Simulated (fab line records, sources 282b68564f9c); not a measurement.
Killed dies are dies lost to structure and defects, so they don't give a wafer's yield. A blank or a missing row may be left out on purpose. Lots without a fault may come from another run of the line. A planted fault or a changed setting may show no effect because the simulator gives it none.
Which tool did it? | flow rit_cmos | 13 lots, 39 wafers sampled, at 3 steps of a route of 202

WHAT THE GAUGES READ, wafer by wafer
RIT_NWELL_OVL_MEAS_06. Usual: NWELL_OVL -0.1 nm, standard deviation 1.2.
lot  | measured    | on         | NWELL_OVL (nm) | flag
L857 | day 2 02:58 | overlay-01 | 0.9 0.5 1.1    |
L858 | day 2 06:45 | overlay-02 | 0.4 -0.6 0.6   |
L859 | day 2 15:39 | overlay-02 | -1.3 0.6 0.0   |
L861 | day 3 09:18 | overlay-01 | 1.9 1.7 1.0    |
L862 | day 3 09:38 | overlay-02 | 1.3 0.1 2.5    |
L863 | day 3 09:40 | overlay-01 | -0.7 0.6 0.9   |
L866 | day 4 01:18 | overlay-01 | -0.7 -0.6 -0.9 |
L867 | day 4 17:08 | overlay-02 | 0.2 -0.1 -0.2  |
L869 | day 5 00:34 | overlay-01 | -1.4 -0.2 -0.2 |
L874 | day 5 16:03 | overlay-01 | -1.4 -0.8 0.0  |
L876 | day 6 01:26 | overlay-02 | -2.2 -1.5 -1.6 |
L878 | day 6 07:14 | overlay-02 | -1.3 -2.9 -2.3 |
L880 | day 6 19:37 | overlay-01 | -0.3 -1.1 -2.3 |

RIT_CONTACT_CD_MEAS_90: target cd 1000 nm. Usual: cd_nm 999.7 nm, standard deviation 2.5.
lot  | measured    | on        | cd_nm (nm)           | flag
L857 | day 3 23:08 | cd_sem-02 | 998.9 1001.4 1001.1  |
L858 | day 4 05:29 | cd_sem-01 | 1002.4 1001.0 1002.5 |
L859 | day 4 23:33 | cd_sem-02 | 1003.3 1004.0 1001.2 |
L861 | day 5 11:58 | cd_sem-02 | 1000.2 998.3 1001.4  |
L862 | day 6 01:33 | cd_sem-01 | 1005.4 1004.7 1003.6 |
L863 | day 5 12:08 | cd_sem-01 | 996.3 995.8 996.4    |
L866 | day 6 02:01 | cd_sem-01 | 1000.7 999.9 999.2   |
L867 | day 6 11:13 | cd_sem-01 | 994.9 999.0 997.5    |
L869 | day 6 21:05 | cd_sem-01 | 1002.7 1001.2        |
L874 | day 7 06:37 | cd_sem-02 | 1000.1 999.9 999.3   |
L876 | day 7 14:50 | cd_sem-01 | 998.1 997.5 997.9    |
L878 | day 7 19:56 | cd_sem-01 | 997.3 998.6 999.5    |
L880 | day 8 05:00 | cd_sem-02 | 997.8 999.0 1000.8   |

WHICH TOOL RAN EACH LOT (tool, then ch and the chambers of the sampled wafers, then the start)
lot  | RIT_GATE_ETCH_19
L857 | rie_si-01 ch 0,1,3, day 3 06:17
L858 | rie_si-02 ch 0,3, day 3 11:10
L859 | rie_si-01 ch 2,3, day 3 22:49
L861 | rie_si-01 ch 0,1,2, day 4 14:50
L862 | rie_si-02 ch 0,1,3, day 4 14:57
L863 | rie_si-01 ch 0,3, day 4 15:04
L866 | rie_si-02 ch 2,3, day 4 21:46
L867 | rie_si-02 ch 2,3, day 5 17:31
L869 | rie_si-01 ch 0,2,3, day 6 04:24
L874 | rie_si-02 ch 1,2,3, day 6 13:32
L876 | rie_si-02 ch 0,1,3, day 6 21:49
L878 | rie_si-02 ch 0,1,3, day 7 02:50
L880 | rie_si-02 ch 0,1,3, day 7 13:07
- RIT_GATE_ETCH_19: etches poly-Si in SF6/CHF3/O2, stops on SiO2, time 165 s, target depth 312.5 nm.

WHAT THE TOOLS THEMSELVES READ (means of the sampled wafers that have a number; where no wafer has one, the mark that the record gives instead)
RIT_GATE_ETCH_19. Usual: chamber_pressure_mTorr 40.00 mTorr, standard deviation 0.038; drypump_motor_current_A 5.9 A, standard deviation 0.56; oes_product_au 0.854 a.u., standard deviation 0.012; throttle_valve_pct 10.27 %, standard deviation 0.079.
lot  | tool      | chamber_pressure_mTorr (mTorr) | drypump_motor_current_A (A) | oes_product_au (a.u.) | throttle_valve_pct (%) | flag
L857 | rie_si-01 | 40.02                          | 5.4                         | 0.851                 | 10.20                  |
L858 | rie_si-02 | 40.00                          | 6.0                         | 0.855                 | 10.24                  |
L859 | rie_si-01 | 39.96                          | 5.3                         | 0.844                 | 10.19                  |
L861 | rie_si-01 | 39.99                          | 6.0                         | 0.855                 | 10.26                  |
L862 | rie_si-02 | 39.97                          | 6.2                         | 0.851                 | 10.31                  |
L863 | rie_si-01 | 40.01                          | 5.2                         | 0.840                 | 10.16                  |
L866 | rie_si-02 | 39.96                          | 6.0                         | 0.866                 | 10.32                  |
L867 | rie_si-02 | 39.98                          | 5.9                         | 0.874                 | 10.32                  |
L869 | rie_si-01 | 40.00                          | 5.8                         | 0.825                 | 10.24                  |
L874 | rie_si-02 | 39.98                          | 6.1                         | 0.859                 | 10.33                  |
L876 | rie_si-02 | 39.98                          | 6.2                         | 0.856                 | 10.29                  |
L878 | rie_si-02 | 40.00                          | 6.1                         | 0.859                 | 10.29                  |
L880 | rie_si-02 | 39.99                          | 6.2                         | 0.854                 | 10.28                  |

THE ANSWER, worked out from the rows above alone
Rule: a lot is off if the mean of its wafers that have a number lies more than 3 standard deviations from the usual mean. A lot without any number at a reading at which 4 lots or more have one is off too. The other lots that the step has rows for count as sound. The gauges are gone through in route order, then the tools' own readings, and for those a lot's mean is taken as printed above. The first step at which some lot is off is used, and at that step the reading that is off furthest; a lot without a number counts as furthest.
No lot is off at any reading shown: from this, nothing can be told.

WHAT THE SIMULATOR HAD PUT IN
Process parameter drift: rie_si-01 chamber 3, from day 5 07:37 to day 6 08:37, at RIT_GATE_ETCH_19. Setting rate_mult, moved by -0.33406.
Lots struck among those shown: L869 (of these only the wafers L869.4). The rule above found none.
